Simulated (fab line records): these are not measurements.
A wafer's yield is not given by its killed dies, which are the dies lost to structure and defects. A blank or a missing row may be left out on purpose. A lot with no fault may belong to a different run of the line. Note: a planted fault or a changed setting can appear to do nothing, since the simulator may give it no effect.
Problem report in the 8D (eight disciplines) form, filled by code :: flow berkeley cmos170 :: the parts of the form that need people (team, actions taken, sign-off) are left out

## 1. THE ISSUE
M1_AL_RS at UCB170_M1_RS_MEAS_01 reads a mean of 0.0670 ohm/sq on 1 wafer of 1 lot; wafers without a fault read 0.0489 ohm/sq with a standard deviation of 0.00063. That is +29 standard deviations from the usual mean.
The step: measures by four-point-probe.
First seen on wafer L328.2, day 11 07:56, on film metro-04. At this step, 39 wafers from 13 lots have a number in the record. Rule for "out" (also "out of limits"): further than 4 standard deviations from the usual mean. The rest of the wafers with a number are treated as sound.

## 2. WHAT IT IS; WHAT IT IS NOT
question: which readings at this step
is: M1_AL_RS
is not: -

question: which lots
is: L328
is not: L311, L313, L314, L315, L316, L318, L319, L320, L321, L322, L323, L324

question: which wafers of those lots
is: L328.2
is not: L328.1, L328.3

question: read on which gauges
is: film metro-04
is not: film metro-01, film metro-03

question: when
is: from day 11 07:56
is not: up to then (38 sound wafers)

## 3. SUSPECTS, AND WHAT RULES EACH OUT
Counting: if a tool at a process step up to the reading ran every lot that is out, it stays a suspect. Sound lots after the first of them don't rule it out here, since some wafers of a struck lot are sound.
- the gauge at UCB170_M1_RS_MEAS_01 has been ruled out. All the wafers that are out were read on film metro-04, but those of them that UCB170_M1_METAL_ETCH_12 has rows for are out there too, on other tools.
- plasma asher-04 at UCB170_ZERO_STRIP_07 (strips in O2): kept. L328, the lot that is out, went through it at day 5 07:39; up to then, the latest sound lot through it was L323 at day 4 07:57.
- plasma asher-03 at UCB170_CONTACT_STRIP_06 (strips in O2): kept. L328, the lot that is out, went through it at day 11 05:43; up to then, the latest sound lot through it was L322 at day 9 20:49.
- pvd sputter-01 at UCB170_M1_SPUTTER_00 (material Al, target thk 600 nm, time 80 s): kept. L328, the lot that is out, went through it at day 11 07:53; up to then, the latest sound lot through it was L321 at day 10 00:33.
- Within plasma asher-04 at UCB170_ZERO_STRIP_07, the wafers that are out were processed in chamber 1 and their sound lot-mates in chamber 0.
Left after counting: plasma asher-04 at UCB170_ZERO_STRIP_07, plasma asher-03 at UCB170_CONTACT_STRIP_06, pvd sputter-01 at UCB170_M1_SPUTTER_00.

## 4. THE CAUSE (what the simulator had put in)
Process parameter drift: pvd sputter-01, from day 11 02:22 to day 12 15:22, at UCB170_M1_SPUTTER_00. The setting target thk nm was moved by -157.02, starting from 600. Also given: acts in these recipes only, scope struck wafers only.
After counting, 3 suspects remain, this tool included.

## 5. THE EFFECT CHAIN, in route order
One row per reading whose mean, taken over the struck wafers that have a number, lies over 3 standard deviations from the usual. Only readings for which the record gives a usual standard deviation are gone through. hours: the time from each lot's start at the first step in this table that gives one to its start at this step, as a median over the lots. sigmas: the change in usual standard deviations.
hours: 0
step: UCB170_M1_RS_MEAS_01
reading: M1_AL_RS
usual: 0.0489 ohm/sq
on struck wafers: 0.0670
change: +0.0181
sigmas: +29

hours: 0
step: UCB170_M1_THK_MEAS_02
reading: M1_AL_THK
usual: 604 nm
on struck wafers: 448
change: -156
sigmas: -17

hours: 2
step: UCB170_M1_METAL_ETCH_12
reading: oes product au
usual: 0.846 a.u.
on struck wafers: 0.711
change: -0.135
sigmas: -11
Process steps it contains:
- UCB170_M1_METAL_ETCH_12: etches Al in Cl2/BCl3, stops on PSG, target depth 780 nm, time 130 s.

## 6. WHAT WOULD HAVE CAUGHT IT SOONER
In this record the first reading out of limits at a measuring or inspecting step was taken at day 11 07:56, 6 hours after the fault began at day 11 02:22.
No tool reading at UCB170_M1_SPUTTER_00 that has a usual standard deviation in the record was out on any struck wafer, so an alarm limit of 4 standard deviations on those readings would not have fired.
By day 11 07:56 the whole set of lots that are out, 1 in number, had already begun UCB170_M1_SPUTTER_00 on pvd sputter-01. Tool hold at that time: it would have spared none of them.
